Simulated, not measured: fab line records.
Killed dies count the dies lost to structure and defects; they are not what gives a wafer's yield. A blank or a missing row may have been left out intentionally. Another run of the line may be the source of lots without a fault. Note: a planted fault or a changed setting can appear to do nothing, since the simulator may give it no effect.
fab line records || flow berkeleyCmos170
record: {"lots": 7, "wafers": 21, "lastDay": 14}
route steps=331 shown M1@253 V1@254
lots untouched by any fault: they come from a run of this same line in which no faults occurred
startH: start of the lot's first displayed wafer, in hours after the record's first day || waitH: hours from the lot's prior step to this one || " the same as in the row above || L1.1+2: several wafers, shown together as one row || - no value, or no start given || * or withheld: withheld || < > ~ a bound
route shown NAME@n: a module of which the file shows steps, and the number in the route of the first || usual: mean/standard deviation taken from wafers without a fault || same: alike in all rows || chamber/n: place in a boat || sites: the reading at each site || _std_site: standard deviation across them || _edge_site: inner sites' mean taken away from outer sites' mean || radiusMm: for every site, how far away it sits from the centre of the wafer || mask NAME#n: copy n || behind: tool/chamber where the wafer was last shaped || hold: why the lot was held/for how many hours/how that ended || device: names the non-switching transistor (n, p or np) || end of line: tests run on the same wafers once the route is complete || a step given without rows: its recipe and nothing more || killed: count of dies lost to structure and defects at first sort (not the wafer's yield) || map: a wafer's dies, marking killed ones x, the rest . and places with no die _
set.NAME: the run value of the setting; set.NAME@STEP: its run value at that earlier step || model.NAME: the simulator's own value behind a step, which no gauge read
a table for each step, a row for each wafer; lots at some steps of the route
services: the hour from which a tool's chamber was out of use, counted from the record's first day as startH (under 0 if before that day), plus the number of hours and why
== steps ==
step: UCB170_M1_ANNEAL_14
recipe: {"tempC": 400, "timeS": 1200, "ambient": "formingGas"}
step: UCB170_V1_CVD_00
recipe: {"material": "SiO2", "targetThkNm": 2000, "tempC": 390, "precursor": "TEOS/O2", "timeS": 250, "rfW": 550, "pressureMtorr": 9000}
usual: {"heaterPowerW": "264/54"}
{"lot.wafer": "L909.2", "tool": "pecvd-02", "chamber": 1, "startH": 170.21, "waitH": 0.0, "heaterPowerW": 302}
{"lot.wafer": "L909.3", "tool": "pecvd-02", "chamber": 1, "startH": 170.21, "waitH": 0.0, "heaterPowerW": 216}
{"lot.wafer": "L909.6", "tool": "pecvd-02", "chamber": 1, "startH": 170.21, "waitH": 0.0, "heaterPowerW": 297}
{"lot.wafer": "L921.1", "tool": "pecvd-02", "chamber": 0, "startH": 236.51, "waitH": 0.0, "heaterPowerW": 279}
{"lot.wafer": "L921.3", "tool": "pecvd-02", "chamber": 1, "startH": 236.51, "waitH": 0.0, "heaterPowerW": 277}
{"lot.wafer": "L921.4", "tool": "pecvd-02", "chamber": 2, "startH": 236.51, "waitH": 0.0, "heaterPowerW": 173}
{"lot.wafer": "L924.1", "tool": "pecvd-03", "chamber": 0, "startH": 257.76, "waitH": 0.0, "heaterPowerW": 288}
{"lot.wafer": "L924.3", "tool": "pecvd-03", "chamber": 1, "startH": 257.76, "waitH": 0.0, "heaterPowerW": 305}
{"lot.wafer": "L924.5", "tool": "pecvd-03", "chamber": 1, "startH": 257.76, "waitH": 0.0, "heaterPowerW": 240}
{"lot.wafer": "L923.2", "tool": "pecvd-02", "chamber": 1, "startH": 259.10, "waitH": 0.0, "heaterPowerW": 280}
{"lot.wafer": "L923.3", "tool": "pecvd-02", "chamber": 2, "startH": 259.10, "waitH": 0.0, "heaterPowerW": 198}
{"lot.wafer": "L923.6", "tool": "pecvd-02", "chamber": 2, "startH": 259.10, "waitH": 0.0, "heaterPowerW": 250}
{"lot.wafer": "L925.1", "tool": "pecvd-04", "chamber": 0, "startH": 275.40, "waitH": 0.0, "heaterPowerW": 272}
{"lot.wafer": "L925.2", "tool": "pecvd-04", "chamber": 1, "startH": 275.40, "waitH": 0.0, "heaterPowerW": 261}
{"lot.wafer": "L925.5", "tool": "pecvd-04", "chamber": 0, "startH": 275.40, "waitH": 0.0, "heaterPowerW": 205}
{"lot.wafer": "L926.4", "tool": "pecvd-02", "chamber": 2, "startH": 276.81, "waitH": 0.1, "heaterPowerW": 171}
{"lot.wafer": "L926.5", "tool": "pecvd-02", "chamber": 0, "startH": 276.81, "waitH": 0.1, "heaterPowerW": 208}
{"lot.wafer": "L926.6", "tool": "pecvd-02", "chamber": 1, "startH": 276.81, "waitH": 0.1, "heaterPowerW": 222}
{"lot.wafer": "L932.2", "tool": "pecvd-02", "chamber": 2, "startH": 325.58, "waitH": 0.0, "heaterPowerW": 240}
{"lot.wafer": "L932.3", "tool": "pecvd-02", "chamber": 0, "startH": 325.58, "waitH": 0.0, "heaterPowerW": 239}
{"lot.wafer": "L932.6", "tool": "pecvd-02", "chamber": 1, "startH": 325.58, "waitH": 0.0, "heaterPowerW": 219}
step: UCB170_V1_THK_MEAS_01
recipe: {"reads": "SiO2_of_V1_CVD_00"}
usual: {"V1_TEOS_THK": "2003/26"}
{"lot.wafer": "L909.2", "tool": "filmMetro-04", "chamber": "-", "startH": 170.45, "waitH": 0.2, "V1_TEOS_THK[nm]": 1982}
{"lot.wafer": "L909.3", "tool": "filmMetro-04", "chamber": "-", "startH": 170.45, "waitH": 0.2, "V1_TEOS_THK[nm]": 2032}
{"lot.wafer": "L909.6", "tool": "filmMetro-04", "chamber": "-", "startH": 170.45, "waitH": 0.2, "V1_TEOS_THK[nm]": 2011}
{"lot.wafer": "L921.1", "tool": "filmMetro-01", "chamber": "-", "startH": 236.66, "waitH": 0.1, "V1_TEOS_THK[nm]": 2013}
{"lot.wafer": "L921.3", "tool": "filmMetro-01", "chamber": "-", "startH": 236.66, "waitH": 0.1, "V1_TEOS_THK[nm]": 2001}
{"lot.wafer": "L921.4", "tool": "filmMetro-01", "chamber": "-", "startH": 236.66, "waitH": 0.1, "V1_TEOS_THK[nm]": 2010}
{"lot.wafer": "L924.1", "tool": "filmMetro-01", "chamber": "-", "startH": 257.92, "waitH": 0.1, "V1_TEOS_THK[nm]": 1967}
{"lot.wafer": "L924.3", "tool": "filmMetro-01", "chamber": "-", "startH": 257.92, "waitH": 0.1, "V1_TEOS_THK[nm]": 1968}
{"lot.wafer": "L924.5", "tool": "filmMetro-01", "chamber": "-", "startH": 257.92, "waitH": 0.1, "V1_TEOS_THK[nm]": 2014}
{"lot.wafer": "L923.2", "tool": "filmMetro-03", "chamber": "-", "startH": 259.26, "waitH": 0.1, "V1_TEOS_THK[nm]": 2029}
{"lot.wafer": "L923.3", "tool": "filmMetro-03", "chamber": "-", "startH": 259.26, "waitH": 0.1, "V1_TEOS_THK[nm]": 1976}
{"lot.wafer": "L923.6", "tool": "filmMetro-03", "chamber": "-", "startH": 259.26, "waitH": 0.1, "V1_TEOS_THK[nm]": 1995}
{"lot.wafer": "L925.1", "tool": "filmMetro-01", "chamber": "-", "startH": 275.56, "waitH": 0.1, "V1_TEOS_THK[nm]": 1980}
{"lot.wafer": "L925.2", "tool": "filmMetro-01", "chamber": "-", "startH": 275.56, "waitH": 0.1, "V1_TEOS_THK[nm]": 1963}
{"lot.wafer": "L925.5", "tool": "filmMetro-01", "chamber": "-", "startH": 275.56, "waitH": 0.1, "V1_TEOS_THK[nm]": 2010}
{"lot.wafer": "L926.4", "tool": "filmMetro-01", "chamber": "-", "startH": 276.92, "waitH": 0.0, "V1_TEOS_THK[nm]": 1984}
{"lot.wafer": "L926.5", "tool": "filmMetro-01", "chamber": "-", "startH": 276.92, "waitH": 0.0, "V1_TEOS_THK[nm]": 2056}
{"lot.wafer": "L926.6", "tool": "filmMetro-01", "chamber": "-", "startH": 276.92, "waitH": 0.0, "V1_TEOS_THK[nm]": 2055}
{"lot.wafer": "L932.2", "tool": "filmMetro-03", "chamber": "-", "startH": 325.75, "waitH": 0.1, "V1_TEOS_THK[nm]": 1951}
{"lot.wafer": "L932.3", "tool": "filmMetro-03", "chamber": "-", "startH": 325.75, "waitH": 0.1, "V1_TEOS_THK[nm]": 1995}
{"lot.wafer": "L932.6", "tool": "filmMetro-03", "chamber": "-", "startH": 325.75, "waitH": 0.1, "V1_TEOS_THK[nm]": 2041}
step: UCB170_V1_CMP_02
recipe: {"material": "SiO2", "downForcePsi": 6, "platenRpm": 60, "padVelocityMS": 0.75398}
usual: {"motorCurrentA": "16.4/1.9"}
{"lot.wafer": "L909.3", "tool": "cmp-02", "chamber": 1, "startH": 170.55, "waitH": 0.1, "motorCurrentA": 16.7}
{"lot.wafer": "L909.2", "tool": "cmp-02", "chamber": 3, "startH": 170.55, "waitH": 0.1, "motorCurrentA": 14.1}
{"lot.wafer": "L909.6", "tool": "cmp-02", "chamber": 1, "startH": 170.55, "waitH": 0.1, "motorCurrentA": 16.9}
{"lot.wafer": "L921.3", "tool": "cmp-01", "chamber": 3, "startH": 236.77, "waitH": 0.1, "motorCurrentA": 16.5}
{"lot.wafer": "L921.4", "tool": "cmp-01", "chamber": 0, "startH": 236.77, "waitH": 0.1, "motorCurrentA": 15.5}
{"lot.wafer": "L921.1", "tool": "cmp-01", "chamber": 1, "startH": 236.77, "waitH": 0.1, "motorCurrentA": 19.4}
{"lot.wafer": "L924.3", "tool": "cmp-02", "chamber": 3, "startH": 257.98, "waitH": 0.0, "motorCurrentA": 14.7}
{"lot.wafer": "L924.1", "tool": "cmp-02", "chamber": 2, "startH": 257.98, "waitH": 0.0, "motorCurrentA": 14.2}
{"lot.wafer": "L924.5", "tool": "cmp-02", "chamber": 0, "startH": 257.98, "waitH": 0.0, "motorCurrentA": 16.7}
{"lot.wafer": "L923.2", "tool": "cmp-01", "chamber": 2, "startH": 259.31, "waitH": 0.0, "motorCurrentA": 18.1}
{"lot.wafer": "L923.3", "tool": "cmp-01", "chamber": 1, "startH": 259.31, "waitH": 0.0, "motorCurrentA": 19.9}
{"lot.wafer": "L923.6", "tool": "cmp-01", "chamber": 2, "startH": 259.31, "waitH": 0.0, "motorCurrentA": 17.9}
{"lot.wafer": "L925.2", "tool": "cmp-02", "chamber": 2, "startH": 275.67, "waitH": 0.1, "motorCurrentA": 14.3}
{"lot.wafer": "L925.1", "tool": "cmp-02", "chamber": 3, "startH": 275.67, "waitH": 0.1, "motorCurrentA": 15.3}
{"lot.wafer": "L925.5", "tool": "cmp-02", "chamber": 2, "startH": 275.67, "waitH": 0.1, "motorCurrentA": 14.8}
{"lot.wafer": "L926.4", "tool": "cmp-01", "chamber": 1, "startH": 277.05, "waitH": 0.1, "motorCurrentA": 19.3}
{"lot.wafer": "L926.5", "tool": "cmp-01", "chamber": 3, "startH": 277.05, "waitH": 0.1, "motorCurrentA": 16.8}
{"lot.wafer": "L926.6", "tool": "cmp-01", "chamber": 0, "startH": 277.05, "waitH": 0.1, "motorCurrentA": 15.1}
{"lot.wafer": "L932.3", "tool": "cmp-02", "chamber": 3, "startH": 325.90, "waitH": 0.1, "motorCurrentA": 15.0}
{"lot.wafer": "L932.2", "tool": "cmp-02", "chamber": 0, "startH": 325.90, "waitH": 0.1, "motorCurrentA": 16.6}
{"lot.wafer": "L932.6", "tool": "cmp-02", "chamber": 2, "startH": 325.90, "waitH": 0.1, "motorCurrentA": 13.5}
step: UCB170_V1_BOW_MEAS_03
recipe: {"mode": "bow"}
usual: {"V1_BOW": "20/6.4"}
{"lot.wafer": "L909.2", "tool": "filmMetro-01", "chamber": "-", "startH": 170.82, "waitH": 0.1, "V1_BOW[um]": 26}
{"lot.wafer": "L909.3", "tool": "filmMetro-01", "chamber": "-", "startH": 170.82, "waitH": 0.1, "V1_BOW[um]": 17}
{"lot.wafer": "L909.6", "tool": "filmMetro-01", "chamber": "-", "startH": 170.82, "waitH": 0.1, "V1_BOW[um]": 15}
{"lot.wafer": "L921.1", "tool": "filmMetro-01", "chamber": "-", "startH": 237.02, "waitH": 0.1, "V1_BOW[um]": 17}
{"lot.wafer": "L921.3", "tool": "filmMetro-01", "chamber": "-", "startH": 237.02, "waitH": 0.1, "V1_BOW[um]": 13}
{"lot.wafer": "L921.4", "tool": "filmMetro-01", "chamber": "-", "startH": 237.02, "waitH": 0.1, "V1_BOW[um]": 18}
{"lot.wafer": "L924.1", "tool": "filmMetro-01", "chamber": "-", "startH": 258.28, "waitH": 0.1, "V1_BOW[um]": 22}
{"lot.wafer": "L924.3", "tool": "filmMetro-01", "chamber": "-", "startH": 258.28, "waitH": 0.1, "V1_BOW[um]": 14}
{"lot.wafer": "L924.5", "tool": "filmMetro-01", "chamber": "-", "startH": 258.28, "waitH": 0.1, "V1_BOW[um]": 11}
{"lot.wafer": "L923.2", "tool": "filmMetro-01", "chamber": "-", "startH": 259.63, "waitH": 0.3, "V1_BOW[um]": 7}
{"lot.wafer": "L923.3", "tool": "filmMetro-01", "chamber": "-", "startH": 259.63, "waitH": 0.3, "V1_BOW[um]": 17}
{"lot.wafer": "L923.6", "tool": "filmMetro-01", "chamber": "-", "startH": 259.63, "waitH": 0.3, "V1_BOW[um]": 28}
{"lot.wafer": "L925.1", "tool": "filmMetro-04", "chamber": "-", "startH": 275.92, "waitH": 0.1, "V1_BOW[um]": 29}
{"lot.wafer": "L925.2", "tool": "filmMetro-04", "chamber": "-", "startH": 275.92, "waitH": 0.1, "V1_BOW[um]": 18}
{"lot.wafer": "L925.5", "tool": "filmMetro-04", "chamber": "-", "startH": 275.92, "waitH": 0.1, "V1_BOW[um]": 34}
{"lot.wafer": "L926.4", "tool": "filmMetro-03", "chamber": "-", "startH": 277.31, "waitH": 0.2, "V1_BOW[um]": 24}
{"lot.wafer": "L926.5", "tool": "filmMetro-03", "chamber": "-", "startH": 277.31, "waitH": 0.2, "V1_BOW[um]": 23}
{"lot.wafer": "L926.6", "tool": "filmMetro-03", "chamber": "-", "startH": 277.31, "waitH": 0.2, "V1_BOW[um]": 24}
{"lot.wafer": "L932.2", "tool": "filmMetro-04", "chamber": "-", "startH": 326.12, "waitH": 0.1, "V1_BOW[um]": 21}
{"lot.wafer": "L932.3", "tool": "filmMetro-04", "chamber": "-", "startH": 326.12, "waitH": 0.1, "V1_BOW[um]": 20}
{"lot.wafer": "L932.6", "tool": "filmMetro-04", "chamber": "-", "startH": 326.12, "waitH": 0.1, "V1_BOW[um]": 25}
step: UCB170_V1_THK_MEAS_04
recipe: {"reads": "SiO2_of_V1_CVD_00"}
usual: {"V1_POLISHED_THK": "1000.3/1.3"}
{"lot.wafer": "L909.2", "tool": "filmMetro-01", "chamber": "-", "startH": 170.93, "waitH": 0.1, "V1_POLISHED_THK[nm]": 1001.0}
{"lot.wafer": "L909.3", "tool": "filmMetro-01", "chamber": "-", "startH": 170.93, "waitH": 0.1, "V1_POLISHED_THK[nm]": 1000.6}
{"lot.wafer": "L909.6", "tool": "filmMetro-01", "chamber": "-", "startH": 170.93, "waitH": 0.1, "V1_POLISHED_THK[nm]": 1001.5}
{"lot.wafer": "L921.1", "tool": "filmMetro-01", "chamber": "-", "startH": 237.14, "waitH": 0.1, "V1_POLISHED_THK[nm]": 998.9}
{"lot.wafer": "L921.3", "tool": "filmMetro-01", "chamber": "-", "startH": 237.14, "waitH": 0.1, "V1_POLISHED_THK[nm]": 1002.4}
{"lot.wafer": "L921.4", "tool": "filmMetro-01", "chamber": "-", "startH": 237.14, "waitH": 0.1, "V1_POLISHED_THK[nm]": 999.6}
{"lot.wafer": "L924.1", "tool": "filmMetro-01", "chamber": "-", "startH": 258.40, "waitH": 0.1, "V1_POLISHED_THK[nm]": 1002.4}
{"lot.wafer": "L924.3", "tool": "filmMetro-01", "chamber": "-", "startH": 258.40, "waitH": 0.1, "V1_POLISHED_THK[nm]": 1000.4}
{"lot.wafer": "L924.5", "tool": "filmMetro-01", "chamber": "-", "startH": 258.40, "waitH": 0.1, "V1_POLISHED_THK[nm]": 999.8}
{"lot.wafer": "L923.2", "tool": "filmMetro-01", "chamber": "-", "startH": 259.74, "waitH": 0.1, "V1_POLISHED_THK[nm]": 999.6}
{"lot.wafer": "L923.3", "tool": "filmMetro-01", "chamber": "-", "startH": 259.74, "waitH": 0.1, "V1_POLISHED_THK[nm]": 998.5}
{"lot.wafer": "L923.6", "tool": "filmMetro-01", "chamber": "-", "startH": 259.74, "waitH": 0.1, "V1_POLISHED_THK[nm]": 999.4}
{"lot.wafer": "L925.1", "tool": "filmMetro-04", "chamber": "-", "startH": 276.04, "waitH": 0.1, "V1_POLISHED_THK[nm]": 998.5}
{"lot.wafer": "L925.2", "tool": "filmMetro-04", "chamber": "-", "startH": 276.04, "waitH": 0.1, "V1_POLISHED_THK[nm]": 999.7}
{"lot.wafer": "L925.5", "tool": "filmMetro-04", "chamber": "-", "startH": 276.04, "waitH": 0.1, "V1_POLISHED_THK[nm]": 999.0}
{"lot.wafer": "L926.4", "tool": "filmMetro-03", "chamber": "-", "startH": 277.40, "waitH": 0.1, "V1_POLISHED_THK[nm]": 999.8}
{"lot.wafer": "L926.5", "tool": "filmMetro-03", "chamber": "-", "startH": 277.40, "waitH": 0.1, "V1_POLISHED_THK[nm]": 1001.7}
{"lot.wafer": "L926.6", "tool": "filmMetro-03", "chamber": "-", "startH": 277.40, "waitH": 0.1, "V1_POLISHED_THK[nm]": 999.4}
{"lot.wafer": "L932.2", "tool": "filmMetro-04", "chamber": "-", "startH": 326.23, "waitH": 0.1, "V1_POLISHED_THK[nm]": 999.2}
{"lot.wafer": "L932.3", "tool": "filmMetro-04", "chamber": "-", "startH": 326.23, "waitH": 0.1, "V1_POLISHED_THK[nm]": 1001.2}
{"lot.wafer": "L932.6", "tool": "filmMetro-04", "chamber": "-", "startH": 326.23, "waitH": 0.1, "V1_POLISHED_THK[nm]": 1001.1}
step: UCB170_V1_CLEAN_05
recipe: {"chemistry": "DIW"}
step: UCB170_V1_HMDS_06
recipe: {"primeTimeS": 60, "primeTempC": 100}
step: UCB170_V1_COAT_07
recipe: {"resist": "KrF", "spinRpm": 1500, "resistThkNm": 900}
step: UCB170_V1_SOFTBAKE_08
recipe: {"resist": "KrF", "tempC": 130, "timeS": 60}
step: UCB170_V1_EXPOSE_09
recipe: {"maskId": "VIA1", "targetCdNm": 700, "na": 0.5, "sigmaOuter": 0.6, "sourceShape": "conventional", "doseMj": 37}
step: UCB170_V1_PEB_10
recipe: {"pebTempC": 130, "pebTimeS": "withheld", "resist": "KrF"}
step: UCB170_V1_DEVELOP_11
recipe: {"developer": "TMAH", "developTimeS": 45, "resist": "KrF", "devTempC": 21}
usual: {"chillPlateTempC": "23.00/0.12", "developTimeS": "45/0"}
{"lot.wafer": "L909.2", "tool": "lithoTrack-03", "chamber": 0, "startH": 172, "waitH": "-", "chillPlateTempC": 22.88, "developTimeS": 45, "model.KrF_of_V1_COAT_07.thkNm": 884.5}
{"lot.wafer": "L909.3", "tool": "lithoTrack-03", "chamber": 0, "startH": 172, "waitH": "-", "chillPlateTempC": 22.93, "developTimeS": 45, "model.KrF_of_V1_COAT_07.thkNm": 888.1}
{"lot.wafer": "L909.6", "tool": "lithoTrack-03", "chamber": 0, "startH": 172, "waitH": "-", "chillPlateTempC": 22.83, "developTimeS": 45, "model.KrF_of_V1_COAT_07.thkNm": 884.1}
{"lot.wafer": "L921.1", "tool": "lithoTrack-03", "chamber": 0, "startH": 238, "waitH": "-", "chillPlateTempC": 23.05, "developTimeS": 45, "model.KrF_of_V1_COAT_07.thkNm": 886.4}
{"lot.wafer": "L921.3", "tool": "lithoTrack-03", "chamber": 0, "startH": 238, "waitH": "-", "chillPlateTempC": 23.02, "developTimeS": 45, "model.KrF_of_V1_COAT_07.thkNm": 885.3}
{"lot.wafer": "L921.4", "tool": "lithoTrack-03", "chamber": 0, "startH": 238, "waitH": "-", "chillPlateTempC": 23.17, "developTimeS": 45, "model.KrF_of_V1_COAT_07.thkNm": 885.5}
{"lot.wafer": "L923.2", "tool": "lithoTrack-03", "chamber": "-", "startH": 262, "waitH": "-", "chillPlateTempC": "-", "developTimeS": "-", "model.KrF_of_V1_COAT_07.thkNm": 902.5}
{"lot.wafer": "L923.3", "tool": "lithoTrack-03", "chamber": "-", "startH": 262, "waitH": "-", "chillPlateTempC": "-", "developTimeS": "-", "model.KrF_of_V1_COAT_07.thkNm": 901.1}
{"lot.wafer": "L923.6", "tool": "lithoTrack-03", "chamber": "-", "startH": 262, "waitH": "-", "chillPlateTempC": "-", "developTimeS": "-", "model.KrF_of_V1_COAT_07.thkNm": 900.3}
{"lot.wafer": "L924.1", "tool": "lithoTrack-02", "chamber": "-", "startH": 262, "waitH": "-", "chillPlateTempC": "-", "developTimeS": "-", "model.KrF_of_V1_COAT_07.thkNm": 901.4}
{"lot.wafer": "L924.3", "tool": "lithoTrack-02", "chamber": "-", "startH": 262, "waitH": "-", "chillPlateTempC": "-", "developTimeS": "-", "model.KrF_of_V1_COAT_07.thkNm": 900.4}
{"lot.wafer": "L924.5", "tool": "lithoTrack-02", "chamber": "-", "startH": 262, "waitH": "-", "chillPlateTempC": "-", "developTimeS": "-", "model.KrF_of_V1_COAT_07.thkNm": 899.4}
{"lot.wafer": "L925.1", "tool": "lithoTrack-04", "chamber": "-", "startH": 281, "waitH": "-", "chillPlateTempC": "-", "developTimeS": "-", "model.KrF_of_V1_COAT_07.thkNm": 902.6}
{"lot.wafer": "L925.2", "tool": "lithoTrack-04", "chamber": "-", "startH": 281, "waitH": "-", "chillPlateTempC": "-", "developTimeS": "-", "model.KrF_of_V1_COAT_07.thkNm": 899.9}
{"lot.wafer": "L925.5", "tool": "lithoTrack-04", "chamber": "-", "startH": 281, "waitH": "-", "chillPlateTempC": "-", "developTimeS": "-", "model.KrF_of_V1_COAT_07.thkNm": 902.7}
{"lot.wafer": "L926.4", "tool": "lithoTrack-02", "chamber": 0, "startH": 281, "waitH": "-", "chillPlateTempC": 22.96, "developTimeS": 45, "model.KrF_of_V1_COAT_07.thkNm": 885.2}
{"lot.wafer": "L926.5", "tool": "lithoTrack-02", "chamber": 0, "startH": 281, "waitH": "-", "chillPlateTempC": 23.11, "developTimeS": 45, "model.KrF_of_V1_COAT_07.thkNm": 885.5}
{"lot.wafer": "L926.6", "tool": "lithoTrack-02", "chamber": 0, "startH": 281, "waitH": "-", "chillPlateTempC": 23.00, "developTimeS": 45, "model.KrF_of_V1_COAT_07.thkNm": 888.2}
{"lot.wafer": "L932.2", "tool": "lithoTrack-02", "chamber": 0, "startH": 329, "waitH": "-", "chillPlateTempC": 23.02, "developTimeS": 45, "model.KrF_of_V1_COAT_07.thkNm": 889.1}
{"lot.wafer": "L932.3", "tool": "lithoTrack-02", "chamber": 0, "startH": 329, "waitH": "-", "chillPlateTempC": 23.06, "developTimeS": 45, "model.KrF_of_V1_COAT_07.thkNm": 890.4}
{"lot.wafer": "L932.6", "tool": "lithoTrack-02", "chamber": 0, "startH": 329, "waitH": "-", "chillPlateTempC": 23.19, "developTimeS": 45, "model.KrF_of_V1_COAT_07.thkNm": 887.1}
step: UCB170_V1_CD_MEAS_12
recipe: {"targetCdNm": 700}
usual: {"cdNm": "699.8/1.5"}
{"lot.wafer": "L909.2", "tool": "cdSem-01", "chamber": "-", "startH": 172.40, "waitH": "-", "cdNm": 701.7}
{"lot.wafer": "L909.3", "tool": "cdSem-01", "chamber": "-", "startH": 172.40, "waitH": "-", "cdNm": 700.7}
{"lot.wafer": "L909.6", "tool": "cdSem-01", "chamber": "-", "startH": 172.40, "waitH": "-", "cdNm": 701.5}
{"lot.wafer": "L921.1", "tool": "cdSem-02", "chamber": "-", "startH": 238.57, "waitH": "-", "cdNm": 700.3}
{"lot.wafer": "L921.3", "tool": "cdSem-02", "chamber": "-", "startH": 238.57, "waitH": "-", "cdNm": 700.8}
{"lot.wafer": "L921.4", "tool": "cdSem-02", "chamber": "-", "startH": 238.57, "waitH": "-", "cdNm": 700.1}
{"lot.wafer": "L923.2", "tool": "cdSem-02", "chamber": "-", "startH": 262.22, "waitH": "-", "cdNm": "-"}
{"lot.wafer": "L923.3", "tool": "cdSem-02", "chamber": "-", "startH": 262.22, "waitH": "-", "cdNm": "-"}
{"lot.wafer": "L923.6", "tool": "cdSem-02", "chamber": "-", "startH": 262.22, "waitH": "-", "cdNm": "-"}
{"lot.wafer": "L924.1", "tool": "cdSem-02", "chamber": "-", "startH": 262.48, "waitH": "-", "cdNm": "-"}
{"lot.wafer": "L924.3", "tool": "cdSem-02", "chamber": "-", "startH": 262.48, "waitH": "-", "cdNm": "-"}
{"lot.wafer": "L924.5", "tool": "cdSem-02", "chamber": "-", "startH": 262.48, "waitH": "-", "cdNm": "-"}
{"lot.wafer": "L925.1", "tool": "cdSem-01", "chamber": "-", "startH": 281.29, "waitH": "-", "cdNm": "-"}
{"lot.wafer": "L925.2", "tool": "cdSem-01", "chamber": "-", "startH": 281.29, "waitH": "-", "cdNm": "-"}
{"lot.wafer": "L925.5", "tool": "cdSem-01", "chamber": "-", "startH": 281.29, "waitH": "-", "cdNm": "-"}
{"lot.wafer": "L926.4", "tool": "cdSem-02", "chamber": "-", "startH": 281.46, "waitH": "-", "cdNm": 698.5}
{"lot.wafer": "L926.5", "tool": "cdSem-02", "chamber": "-", "startH": 281.46, "waitH": "-", "cdNm": 697.5}
{"lot.wafer": "L926.6", "tool": "cdSem-02", "chamber": "-", "startH": 281.46, "waitH": "-", "cdNm": 698.5}
{"lot.wafer": "L932.2", "tool": "cdSem-01", "chamber": "-", "startH": 329.57, "waitH": "-", "cdNm": 696.4}
{"lot.wafer": "L932.3", "tool": "cdSem-01", "chamber": "-", "startH": 329.57, "waitH": "-", "cdNm": 697.3}
{"lot.wafer": "L932.6", "tool": "cdSem-01", "chamber": "-", "startH": 329.57, "waitH": "-", "cdNm": 695.4}
== services ==
{"tool": "pecvd-02", "chamber": 0, "startH": 149.50, "hours": "-", "kind": "clean"}
{"tool": "pecvd-02", "chamber": 1, "startH": 149.50, "hours": "-", "kind": "clean"}
{"tool": "pecvd-02", "chamber": 2, "startH": 149.50, "hours": "-", "kind": "clean"}
{"tool": "pecvd-03", "chamber": 2, "startH": 151.61, "hours": 2.4, "kind": "repair"}
{"tool": "cmp-01", "chamber": "-", "startH": 156.49, "hours": 17.8, "kind": "pm"}
{"tool": "pecvd-03", "chamber": 1, "startH": 158.25, "hours": 5.1, "kind": "repair"}
{"tool": "pecvd-03", "chamber": "-", "startH": 160.37, "hours": 1.5, "kind": "repair"}
{"tool": "cmp-02", "chamber": "-", "startH": 165.28, "hours": 2.4, "kind": "repair"}
{"tool": "pecvd-02", "chamber": 2, "startH": 170.16, "hours": 19.6, "kind": "repair"}
{"tool": "cmp-01", "chamber": "-", "startH": 186.57, "hours": 2.2, "kind": "repair"}
{"tool": "pecvd-02", "chamber": 1, "startH": 205.95, "hours": 7.5, "kind": "repair"}
{"tool": "cmp-01", "chamber": "-", "startH": 225.58, "hours": 4.5, "kind": "pm"}
{"tool": "cmp-02", "chamber": "-", "startH": 232.00, "hours": 4.0, "kind": "pm"}
{"tool": "cmp-02", "chamber": "-", "startH": 236.00, "hours": "-", "kind": "consumableReplace:conditioner"}
{"tool": "cmp-02", "chamber": "-", "startH": 236.00, "hours": "-", "kind": "consumableReplace:pad"}
{"tool": "pecvd-02", "chamber": "-", "startH": 239.85, "hours": 0.3, "kind": "repair"}
{"tool": "pecvd-03", "chamber": "-", "startH": 242.50, "hours": 14.0, "kind": "pm"}
{"tool": "pecvd-03", "chamber": 0, "startH": 242.50, "hours": 14.0, "kind": "ventCycle"}
{"tool": "pecvd-03", "chamber": 1, "startH": 242.50, "hours": 14.0, "kind": "ventCycle"}
{"tool": "pecvd-03", "chamber": 2, "startH": 242.50, "hours": 14.0, "kind": "ventCycle"}
{"tool": "pecvd-03", "chamber": 0, "startH": 256.50, "hours": "-", "kind": "clean"}
{"tool": "pecvd-03", "chamber": 1, "startH": 256.50, "hours": "-", "kind": "clean"}
{"tool": "pecvd-03", "chamber": 2, "startH": 256.50, "hours": "-", "kind": "clean"}
{"tool": "cmp-02", "chamber": "-", "startH": 315.86, "hours": 8.4, "kind": "pm"}
== key ==
firstSign: {"step": "UCB170_V1_DEVELOP_11", "reading": "toolRecord", "direction": "missing"}
effect none on later readings
modelEffect: {"step": "UCB170_V1_DEVELOP_11", "value": "KrF_of_V1_COAT_07.thkNm", "without": 886.9, "struck": 901.1}
metAt UCB170_V1_DEVELOP_11
struckWafers L923.2,L923.3,L923.6,L924.1,L924.3,L924.5,L925.1,L925.2,L925.5
laterRowsLeftOut L923.2,L923.3,L923.6,L924.1,L924.3,L924.5,L925.1,L925.2,L925.5
sortLeftOut L923.2,L923.3,L923.6,L924.1,L924.3,L924.5,L925.1,L925.2,L925.5
onsetBetween 238 262
fault: {"kind": "skippedStepWhole", "tool": "lithoTrack-02,lithoTrack-03,lithoTrack-04", "chamber": "-", "onsetH": 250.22, "steps": "UCB170_V1_DEVELOP_11", "scope": "struckLotsOnly"}
sortLeftOut: the simulated sort isn't trusted on such a fault, so these wafers' sort isn't shown, and their yield isn't known
laterRowsLeftOut: the simulator's readings of these wafers behind a module that went badly wrong aren't trusted and aren't shown, but for the sort
